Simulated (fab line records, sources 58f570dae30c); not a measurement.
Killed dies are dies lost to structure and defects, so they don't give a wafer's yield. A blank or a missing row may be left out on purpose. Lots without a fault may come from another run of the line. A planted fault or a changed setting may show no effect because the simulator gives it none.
Which tool did it? | flow berkeley_cmos170 | 12 lots, 36 wafers sampled, at 1 step of a route of 331

WHAT THE GAUGES READ, wafer by wafer
UCB170_START_THK_MEAS_03. Usual: START_OXIDE_THK 19.9 nm, standard deviation 0.34.
lot  | measured    | on            | START_OXIDE_THK (nm) | flag
L527 | day 1 13:40 | film_metro-01 | 20.0 19.7 20.0       |
L528 | day 1 17:45 | film_metro-01 | 20.1 19.5 19.7       |
L529 | day 2 00:51 | film_metro-02 | 20.0 20.6 20.2       |
L530 | day 2 06:23 | film_metro-01 | 20.3 20.4 20.2       |
L539 | day 4 02:08 | film_metro-04 | 24.1 24.0 23.9       | OFF
L541 | day 4 14:04 | film_metro-04 | 24.1 23.9 23.9       | OFF
L542 | day 4 17:26 | film_metro-04 | 23.8 23.9 23.6       | OFF
L544 | day 5 03:07 | film_metro-02 | 19.9 19.9 20.1       |
L547 | day 5 19:22 | film_metro-01 | 19.9 19.8 19.8       |
L548 | day 5 22:16 | film_metro-02 | 20.0 19.9 19.7       |
L549 | day 6 04:02 | film_metro-01 | 19.9 19.9 20.2       |
L550 | day 6 08:07 | film_metro-02 | 19.4 19.4 19.9       |

WHICH TOOL RAN EACH LOT (tool, then ch and the chambers of the sampled wafers, then the start)
The record holds no process step before these readings.

WHAT THE TOOLS THEMSELVES READ (means of the sampled wafers that have a number; where no wafer has one, the mark that the record gives instead)
The record holds no such reading with a usual standard deviation.

THE ANSWER, worked out from the rows above alone
Rule: a lot is off if the mean of its wafers that have a number lies more than 3 standard deviations from the usual mean. A lot without any number at a reading at which 4 lots or more have one is off too. The other lots that the step has rows for count as sound. The gauges are gone through in route order, then the tools' own readings, and for those a lot's mean is taken as printed above. The first step at which some lot is off is used, and at that step the reading that is off furthest; a lot without a number counts as furthest.
Off: L539, L541, L542, at UCB170_START_THK_MEAS_03 (START_OXIDE_THK).
A tool fits if, at a process step before that reading, it ran every lot that is off, and no sound lot after the first of them. The gauges at UCB170_START_THK_MEAS_03 are tried like those tools. One fits: film_metro-04 at UCB170_START_THK_MEAS_03. It ran no sound lot before its first lot that is off in this sample, so the start can't be narrowed down.

WHAT THE SIMULATOR HAD PUT IN
Metrology matching offset: film_metro-04, from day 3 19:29 on, at UCB170_START_THK_MEAS_03. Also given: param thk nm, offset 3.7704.
Lots struck among those shown: L539, L541, L542. The rule above found the same.
